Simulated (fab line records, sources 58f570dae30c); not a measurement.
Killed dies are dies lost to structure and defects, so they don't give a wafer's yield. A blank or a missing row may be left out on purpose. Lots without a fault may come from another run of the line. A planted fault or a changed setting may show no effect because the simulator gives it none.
Which tool did it? | flow berkeley_cmos170 | 14 lots, 42 wafers sampled, at 5 steps of a route of 331

WHAT THE GAUGES READ, wafer by wafer
UCB170_NWELL_OVL_MEAS_12. Usual: NWELL_OVL -2 nm, standard deviation 6.
lot  | measured    | on         | NWELL_OVL (nm) | flag
L606 | day 2 13:18 | overlay-02 | -1 -1 1        |
L608 | day 2 21:22 | overlay-01 | -10 -10 1      |
L607 | day 2 21:31 | overlay-02 | 5 3 4          |
L609 | day 3 05:11 | overlay-01 | -1 6 10        |
L610 | day 3 12:40 | overlay-01 | -7 -2 1        |
L612 | day 3 20:08 | overlay-01 | -5 -4 -11      |
L613 | day 4 03:19 | overlay-02 | -11 -3 -1      |
L615 | day 4 11:28 | overlay-02 | -5 1 -2        |
L621 | day 5 22:11 | overlay-01 | -2 -6 -2       |
L622 | day 5 22:26 | overlay-02 | 1 5 -1         |
L625 | day 6 22:54 | overlay-01 | -3 1 -2        |
L628 | day 7 00:47 | overlay-01 | -13 -16 -17    |
L627 | day 7 00:58 | overlay-01 | 2 2 0          |
L629 | day 7 04:05 | overlay-02 | -2 -5 -6       |

UCB170_PWELL_TW_MEAS_17. Usual: PWELL_TW 381, standard deviation 3.9.
lot  | measured    | on            | PWELL_TW    | flag
L606 | day 3 11:10 | film_metro-02 | 376 375 376 |
L608 | day 3 16:51 | film_metro-03 | 380 381 380 |
L607 | day 3 17:07 | film_metro-04 | 385 384 387 |
L609 | day 4 00:29 | film_metro-02 | 375 375 376 |
L610 | day 4 14:03 | film_metro-04 | 385 386 384 |
L612 | day 4 19:13 | film_metro-02 | 379 378 377 |
L613 | day 5 01:39 | film_metro-02 | 457 456 454 | OFF
L615 | day 5 06:22 | film_metro-02 | 456 456 454 | OFF
L621 | day 6 21:28 | film_metro-03 | 379 379 382 |
L622 | day 6 21:16 | film_metro-04 | 385 383 381 |
L625 | day 7 19:04 | film_metro-04 | 387 385 386 |
L628 | day 7 19:19 | film_metro-04 | 386 384 382 |
L627 | day 7 19:53 | film_metro-04 | 383 384 385 |
L629 | day 7 23:35 | film_metro-04 | 385 383 385 |

UCB170_PFIELD_TW_MEAS_09. Usual: PFIELD_TW 604, standard deviation 5.9.
lot  | measured    | on            | PFIELD_TW   | flag
L606 | day 5 01:14 | film_metro-01 | 602 602 603 |
L608 | day 5 06:13 | film_metro-02 | 594 593 597 |
L607 | day 5 12:54 | film_metro-04 | 604 611 605 |
L609 | day 5 12:42 | film_metro-01 | 604 605 604 |
L610 | day 6 19:59 | film_metro-04 | 612 610 612 |
L612 | day 6 20:32 | film_metro-01 | 606 605 607 |
L613 | day 6 20:26 | film_metro-01 | 608 608 609 |
L615 | day 7 03:13 | film_metro-04 | 609 610 610 |
L621 | day 8 10:43 | film_metro-01 | 598 600 601 |
L622 | day 8 11:00 | film_metro-04 | 605 606 605 |
L625 | day 9 16:52 | film_metro-01 | 604 598 605 |
L628 | day 9 16:11 | film_metro-04 | 605 607 610 |
L627 | day 9 17:23 | film_metro-04 | 609 605 607 |
L629 | day 9 17:22 | film_metro-02 | 593 599 591 |

UCB170_SCREENOX_THK_MEAS_02. Usual: SCREENOX_OXIDE_THK 14.33 nm, standard deviation 0.3.
lot  | measured     | on            | SCREENOX_OXIDE_THK (nm) | flag
L606 | day 6 13:05  | film_metro-02 | 13.80 14.01 13.54       |
L608 | day 6 13:04  | film_metro-01 | 13.77 14.08 14.26       |
L607 | day 6 13:04  | film_metro-03 | 13.96 14.34 14.03       |
L609 | day 6 13:07  | film_metro-03 | 14.79 14.75 14.77       |
L610 | day 7 19:56  | film_metro-01 | 14.49 14.24 14.24       |
L612 | day 7 19:56  | film_metro-03 | 14.02 13.97 13.88       |
L613 | day 7 19:52  | film_metro-03 | 14.26 14.32 14.18       |
L615 | day 8 05:25  | film_metro-02 | 14.72 14.69 14.89       |
L621 | day 9 17:26  | film_metro-03 | 14.31 14.55 14.35       |
L622 | day 9 17:27  | film_metro-02 | 14.26 14.15 14.00       |
L625 | day 10 22:19 | film_metro-01 | 14.00 13.99 14.06       |
L628 | day 10 22:17 | film_metro-02 | 14.12 14.49 14.15       |
L627 | day 10 22:15 | film_metro-01 | 14.59 14.65 14.26       |
L629 | day 10 22:14 | film_metro-03 | 14.34 14.52 14.40       |

WHICH TOOL RAN EACH LOT (tool, then ch and the chambers of the sampled wafers, then the start)
lot  | UCB170_PWELL_IMPLANT_15
L606 | implanter-01 ch 0, day 3 10:56
L608 | implanter-02 ch 0, day 3 16:36
L607 | implanter-03 ch 0, day 3 16:52
L609 | implanter-02 ch 0, day 4 00:14
L610 | implanter-02 ch 0, day 4 13:48
L612 | implanter-03 ch 0, day 4 18:58
L613 | implanter-02 ch 0, day 5 01:24
L615 | implanter-02 ch 0, day 5 06:08
L621 | implanter-01 ch 0, day 6 21:13
L622 | implanter-03 ch 0, day 6 21:02
L625 | implanter-02 ch 0, day 7 18:51
L628 | implanter-03 ch 0, day 7 19:04
L627 | implanter-02 ch 0, day 7 19:40
L629 | implanter-03 ch 0, day 7 23:20
- UCB170_PWELL_IMPLANT_15

WHAT THE TOOLS THEMSELVES READ (means of the sampled wafers that have a number; where no wafer has one, the mark that the record gives instead)
UCB170_PWELL_IMPLANT_15. Usual: dose_ions_cm2 5.001e+12, standard deviation 5.7e+09; faraday_current_uA 15.86, standard deviation 0.29.
lot  | tool         | dose_ions_cm2 | faraday_current_uA | flag
L606 | implanter-01 | 5.003e+12     | 15.76              |
L608 | implanter-02 | 4.999e+12     | 15.71              |
L607 | implanter-03 | 5.002e+12     | 16.14              |
L609 | implanter-02 | 4.997e+12     | 15.90              |
L610 | implanter-02 | 5.003e+12     | 15.97              |
L612 | implanter-03 | 4.998e+12     | 15.67              |
L613 | implanter-02 | 9.525e+12     | 29.83              | OFF
L615 | implanter-02 | 9.533e+12     | 29.83              | OFF
L621 | implanter-01 | 4.997e+12     | 16.34              |
L622 | implanter-03 | 5.003e+12     | 15.64              |
L625 | implanter-02 | 4.998e+12     | 15.69              |
L628 | implanter-03 | 5.005e+12     | 15.76              |
L627 | implanter-02 | 5.005e+12     | 15.80              |
L629 | implanter-03 | 5.001e+12     | 15.57              |

THE ANSWER, worked out from the rows above alone
Rule: a lot is off if the mean of its wafers that have a number lies more than 3 standard deviations from the usual mean. A lot without any number at a reading at which 4 lots or more have one is off too. The other lots that the step has rows for count as sound. The gauges are gone through in route order, then the tools' own readings, and for those a lot's mean is taken as printed above. The first step at which some lot is off is used, and at that step the reading that is off furthest; a lot without a number counts as furthest.
Off: L613, L615, at UCB170_PWELL_TW_MEAS_17 (PWELL_TW).
A tool fits if, at a process step before that reading, it ran every lot that is off, and no sound lot after the first of them. The gauges at UCB170_PWELL_TW_MEAS_17 aren't tried: what is off there is off at UCB170_PWELL_IMPLANT_15 too, on other tools, and a gauge's error can't cause that. None of those tried fits.

WHAT THE SIMULATOR HAD PUT IN
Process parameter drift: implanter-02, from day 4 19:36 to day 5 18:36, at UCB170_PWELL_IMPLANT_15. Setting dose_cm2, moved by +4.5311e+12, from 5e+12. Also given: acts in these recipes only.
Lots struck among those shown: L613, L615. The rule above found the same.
